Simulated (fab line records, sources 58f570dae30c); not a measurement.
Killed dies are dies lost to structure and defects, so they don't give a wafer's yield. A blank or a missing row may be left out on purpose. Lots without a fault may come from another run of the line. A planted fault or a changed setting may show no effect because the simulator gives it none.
Which tool did it? | flow berkeley_cmos170 | 14 lots, 42 wafers sampled, at 1 step of a route of 331

WHAT THE GAUGES READ, wafer by wafer
The record holds no reading of a measuring or inspecting step that can be judged against a usual standard deviation.

WHICH TOOL RAN EACH LOT (tool, then ch and the chambers of the sampled wafers, then the start)
lot  | UCB170_NLDD_PEB_04
L784 | litho_track-02 ch 0, day 7 01:27
L785 | litho_track-04 ch 0, day 7 09:47
L787 | litho_track-02 ch 0, day 7 12:53
L786 | litho_track-02 ch 0, day 7 13:25
L788 | litho_track-04 ch 0, day 7 19:50
L791 | litho_track-04 ch 0, day 8 06:42
L793 | litho_track-01 ch 0, day 8 07:19
L794 | litho_track-01 ch 0, day 8 20:29
L795 | litho_track-02 ch 0, day 9 07:50
L799 | litho_track-04, day 10 10:30
L798 | litho_track-01, day 10 10:52
L797 | litho_track-02 ch 0, day 10 11:09
L801 | litho_track-02 ch 0, day 10 11:45
L806 | litho_track-01 ch 0, day 11 14:19
- UCB170_NLDD_PEB_04

WHAT THE TOOLS THEMSELVES READ (means of the sampled wafers that have a number; where no wafer has one, the mark that the record gives instead)
UCB170_NLDD_PEB_04.
lot  | tool           | chill_plate_temp_C (C) | exhaust_pa (Pa)
L784 | litho_track-02 | 23.06                  | 45.1
L785 | litho_track-04 | 22.96                  | 44.6
L787 | litho_track-02 | 22.88                  | 44.7
L786 | litho_track-02 | 23.13                  | 45.1
L788 | litho_track-04 | 23.04                  | 45.4
L791 | litho_track-04 | 22.98                  | 46.6
L793 | litho_track-01 | 23.04                  | 44.6
L794 | litho_track-01 | 23.02                  | 44.7
L795 | litho_track-02 | 23.02                  | 44.0
L799 | litho_track-04 | -                      | -
L798 | litho_track-01 | -                      | -
L797 | litho_track-02 | 22.95                  | 45.1
L801 | litho_track-02 | 23.08                  | 44.9
L806 | litho_track-01 | 22.97                  | 45.1

THE ANSWER, worked out from the rows above alone
Rule: what is usual is taken from the lots themselves. Put in order of their means at a reading, lots are off if they are a third of the lots or fewer, leave a main group of 4 or more, and stand apart from it by a gap of 3 or more times the standard deviation of the main group's means; of several such gaps the widest counts. A main group whose means are all the same, to the digits that the tables above print for the reading, isn't used. A lot without any number at a reading at which 4 lots or more have one is off too. The other lots that the step has rows for count as sound. The gauges are gone through in route order, then the tools' own readings, and for those a lot's mean is taken as printed above. The first step at which some lot is off is used, and at that step the reading that is off furthest; a lot without a number counts as furthest.
Off: L799, L798, at UCB170_NLDD_PEB_04 (chill_plate_temp_C). Without a number there: L799, L798. The main group: mean 23.01 C, standard deviation 0.064.
A tool fits if, at that step or a process step before it, it ran every lot that is off, and no sound lot after the first of them. None of those tried fits.

WHAT THE SIMULATOR HAD PUT IN
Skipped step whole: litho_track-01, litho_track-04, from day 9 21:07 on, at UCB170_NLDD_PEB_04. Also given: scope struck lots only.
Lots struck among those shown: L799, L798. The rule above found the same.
